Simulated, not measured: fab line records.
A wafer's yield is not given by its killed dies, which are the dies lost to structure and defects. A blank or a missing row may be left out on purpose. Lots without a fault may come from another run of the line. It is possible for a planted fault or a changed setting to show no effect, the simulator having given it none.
Problem report in the 8D (eight disciplines) form, filled by code | flow berkeley cmos170 | the parts of the form that need people (team, actions taken, sign-off) are left out

== 1. PROBLEM STATEMENT ==
Wafers without a fault read 598.0 W, standard deviation 2; rf fwd power W at UCB170_M2_METAL_ETCH_18 reads a mean of 668.1 W on 6 wafers belonging to 2 lots. Relative to the usual mean, that is a shift of +35 standard deviations.
The step: etches Al in Cl2/BCl3, stops on SiO2, target depth 1170 nm, time 195 s.
First observed at day 9 10:07: wafer L405.1, on rie metal-04. At this step, 42 wafers from 14 lots have a number in the record. The rule behind "out" and "out of limits": a value lying over 4 standard deviations away from the usual mean. The other wafers with a number count as sound.

== 2. WHAT THIS IS AND IS NOT ==
question                    | is                     | is not
which readings at this step | rf fwd power W         | drypump motor current A, oes product au, throttle valve pct
which lots                  | L404, L405             | L396, L397, L398, L399, L408, L410, L411, L413, L414, L417, L418, L419
which wafers of those lots  | all that have a number | -
read on which tools         | rie metal-04           | rie metal-01, rie metal-02
when                        | from day 9 10:07       | up to then (12 sound wafers); but 24 sound wafers of L408, L410, L411, L413, L414, L417, L418, L419 came after

== 3. WHAT RULES OUT EACH SUSPECT ==
Counting: a tool at a process step up to the reading stays a suspect if it ran every lot that is out and no sound lot after the first of them.
- rie metal-04 at UCB170_M2_METAL_ETCH_18 (etches Al in Cl2/BCl3, stops on SiO2, target depth 1170 nm, time 195 s): ruled out as a lasting fault. Sound lots L418, L419 ran on it after its first lot that is out, L405 (day 9 10:07).
Left after counting: nothing in the record.

== 4. THE CAUSE (what the simulator had put in) ==
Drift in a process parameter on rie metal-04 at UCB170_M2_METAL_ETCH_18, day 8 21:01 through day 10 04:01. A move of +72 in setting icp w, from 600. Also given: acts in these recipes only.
Counting ruled it out, wrongly.

== 5. THE CHAIN OF EFFECTS, in route order ==
Each row: a reading whose mean over the struck wafers that have a number lies more than 3 standard deviations from the usual. Only readings for which the record gives a usual standard deviation are gone through. hours: the time from each lot's start at the first step in this table that gives one to its start at this step, as a median over the lots. sigmas: the change in usual standard deviations.
hours | step                    | reading        | usual      | on struck wafers | change | sigmas
0     | UCB170_M2_METAL_ETCH_18 | rf fwd power W | 598.0 W    | 668.1            | +70.1  | +35
0     | UCB170_M2_STRIP_19      | oes product au | 0.540 a.u. | 0.460            | -0.080 | -5.7
Its process steps:
- UCB170_M2_METAL_ETCH_18: etches Al in Cl2/BCl3, stops on SiO2, target depth 1170 nm, time 195 s.
- UCB170_M2_STRIP_19: strips in O2.

== 6. HOW IT WOULD HAVE BEEN CAUGHT EARLIER ==
First out-of-limits reading in this record: day 9 10:07, which is 13 hours after fault onset at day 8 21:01.
